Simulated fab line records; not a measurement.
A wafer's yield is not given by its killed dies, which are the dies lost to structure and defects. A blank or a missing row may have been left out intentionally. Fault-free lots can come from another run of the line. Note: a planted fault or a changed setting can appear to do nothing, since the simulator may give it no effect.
Split-lot experiment -- flow ritCmos -- route with 202 steps; 5 lots, 23 wafers read

## ON THE SPLIT
At RIT_CONTACT_CVD_00 (deposits SiO2 from TEOS, target thk 400 nm, time 61 s), the setting timeS was moved away from the recipe's 61 s on 5 of the 23 wafers read, by +8.4% to +11.2%. This setting was run at the recipe's value on the other wafers.

Between the split and the reading, the file records no step.

## THE READING
At RIT_CONTACT_THK_MEAS_01: CONTACT_TEOS_THK, given in nm. A value of 399 nm with a standard deviation of 5.8 nm is what fault-free wafers of this fab line usually give.

wafer,"tool, chamber at the split","timeS as run, s",against the recipe,"CONTACT_TEOS_THK, nm",against lot-mates on the recipe
L074.1,"pecvd-04, 2",61,recipe,402,-
L074.2,"pecvd-04, 0",61,recipe,390,-
L074.3,"pecvd-04, 1",67.84,+11.2%,448,+49
L074.4,"pecvd-04, 2",67.84,+11.2%,451,+52
L074.5,"pecvd-04, 1",61,recipe,406,-
L075.1,"pecvd-01, 2",61,recipe,395,-
L075.2,"pecvd-01, 1",66.11,+8.4%,437,+40
L075.3,"pecvd-01, 0",66.11,+8.4%,429,+32
L075.5,"pecvd-01, 0",61,recipe,400,-
L075.6,"pecvd-01, 1",66.11,+8.4%,442,+44
L076.1,"pecvd-02, 0",61,recipe,392,-
L076.2,"pecvd-02, 1",61,recipe,400,-
L076.6,"pecvd-02, 1",61,recipe,407,-
L078.1,"pecvd-01, 0,2,2",61,recipe,399,-
L078.2,"pecvd-01, 0,2,2",61,recipe,394,-
L078.4,"pecvd-01, 0,2,2",61,recipe,398,-
L078.5,"pecvd-01, 1",61,recipe,407,-
L078.6,"pecvd-01, 0",61,recipe,408,-
L085.2,"pecvd-02, 0",61,recipe,389,-
L085.3,"pecvd-02, 1",61,recipe,392,-
L085.4,"pecvd-02, 1,2",61,recipe,397,-
L085.5,"pecvd-02, 0",61,recipe,398,-
L085.6,"pecvd-02, 1,2",61,recipe,408,-
When a row names more than one chamber, that row covers several wafers, and the file does not tell which wafer ran in which chamber.

THE FIT
A straight line over all 23 wafers: CONTACT_TEOS_THK changes by +4.47 nm for each +1% of timeS; r = +0.95; the points scatter about the line by 6 nm.
The same after taking each lot's own level away (the mean of its wafers on the recipe; 23 wafers): +4.53 nm for each +1%; r = +0.96; scatter 5.8 nm.
According to that fit, moving timeS by its largest amount changes the reading by 51 nm.
From 396.8 to 401.2 nm: that is the span of the lots' own levels, equal to 0.8 times the standard deviation above.
Hence the lot-to-lot level has little effect on the slope; both slopes agree.
Check: +51.6 nm against its lot-mates is what the line predicts for one of the wafers moved furthest among these (+11.2%) when that wafer is left out of the fit. Against them it came out at +48.7 nm.

## THESE WAFERS: OTHER SPLITS
Note: prior to the reading, these wafers also went through further splits. Each is held against what the fit with the lots' levels taken away leaves over:
other split on the same wafers,wafers away from the commonest value,r with CONTACT_TEOS_THK (lot level and that fit taken away)
RIT_NSD_IMPLANT_08 energyKev,8,+0.25
RIT_PSD_IMPLANT_08 energyKev,9,-0.09
RIT_SILICIDE_SPUTTER_01 timeS,8,-0.07

## THE WHOLE CHAIN: every reading that the file lists as answering this split, in the file's order
step,what it does,reading,change (the file's fit),r (the file's)
RIT_CONTACT_CVD_00,"deposits SiO2 from TEOS, target thk 400 nm, time 61 s","SiO2_of_CONTACT_CVD_00.thkNm (the simulator's own value, which no gauge read)",+4.74 nm for each +1% of the setting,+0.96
RIT_CONTACT_THK_MEAS_01,,CONTACT_TEOS_THK,+4.5 for each +1% of the setting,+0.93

## FILE'S OWN FIT
CONTACT_TEOS_THK changes by +4.5 nm for each +1% of timeS, r = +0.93.
